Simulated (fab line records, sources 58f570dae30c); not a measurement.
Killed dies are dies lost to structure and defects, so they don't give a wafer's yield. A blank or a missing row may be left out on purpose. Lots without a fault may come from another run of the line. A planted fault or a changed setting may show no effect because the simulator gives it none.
Chamber matching | flow berkeley_cmos170 | UCB170_NWELL_ETCH_13 on rie_diel-04: 4 sister chambers
The step etches Si3N4 in CH3F/Ar/O2, stops on SiO2, target depth 246.4 nm, time 154 s. 14 wafers are shown with their chamber, then 7 later ones without.

WAFERS WITH THEIR CHAMBER
wafer  | chamber | throttle_valve_pct (%) | drypump_motor_current_A (A) | oes_product_au (a.u.)
L464.1 | 1       | 8.25                   | 6.7                         | 0.923
L464.5 | 1       | 8.25                   | 6.7                         | 0.926
L464.6 | 2       | 7.89                   | 5.6                         | 0.938
L465.2 | 0       | 8.20                   | 5.4                         | 0.954
L465.4 | 1       | 8.25                   | 6.7                         | 0.913
L465.5 | 0       | 8.18                   | 5.3                         | 0.954
L467.4 | 1       | 8.25                   | 6.7                         | 0.911
L467.5 | 0       | 8.20                   | 5.4                         | 0.948
L467.6 | 2       | 7.90                   | 5.6                         | 0.921
L470.2 | 0       | 8.20                   | 5.3                         | 0.956
L470.4 | 0       | 8.19                   | 5.4                         | 0.951
L470.5 | 1       | 8.23                   | 6.7                         | 0.914
L471.1 | 1       | 8.24                   | 6.6                         | 0.919
L471.4 | 3       | 8.14                   | 5.8                         | 0.939

SIGNATURES (means of the wafers above)
reading                 | chamber 0 | chamber 1 | chamber 2 | chamber 3 | scatter within a chamber
throttle_valve_pct      | 8.1940    | 8.2450    | 7.8950    | 8.1400    | 0.00849
drypump_motor_current_A | 5.360     | 6.683     | 5.600     | 5.800     | 0.0451
oes_product_au          | 0.95260   | 0.91767   | 0.92950   | 0.93900   | 0.00603
Rule: a wafer's distance from a chamber is the root of the sum, over the readings, of the square of ((its reading less the chamber's mean) divided by the reading's scatter). The wafer belongs to the nearest chamber; if the next one is less than 2 further off, it can't be placed. The scatter: the root of (the sum of the squares of (reading less its chamber's mean) over the shown wafers, divided by (wafers less chambers)).

WAFERS WITHOUT THEIR CHAMBER
wafer  | throttle_valve_pct (%) | drypump_motor_current_A (A) | oes_product_au (a.u.)
L471.5 | 8.13                   | 5.8                         | 0.936
L474.1 | 8.13                   | 5.8                         | 0.940
L474.5 | 7.89                   | 5.6                         | 0.928
L474.6 | 8.25                   | 6.7                         | 0.922
L481.2 | 8.25                   | 6.7                         | 0.909
L481.4 | 8.20                   | 5.3                         | 0.950
L481.5 | 7.89                   | 5.6                         | 0.934

WHICH CHAMBER EACH WENT THROUGH
wafer  | from the rows above | in truth
L471.5 | 3                   | 3
L474.1 | 3                   | 3
L474.5 | 2                   | 2
L474.6 | 1                   | 1
L481.2 | 1                   | 1
L481.4 | 0                   | 0
L481.5 | 2                   | 2
Placed correctly: 7 of 7. Can't be placed from these rows: 0. Placed wrongly: 0.
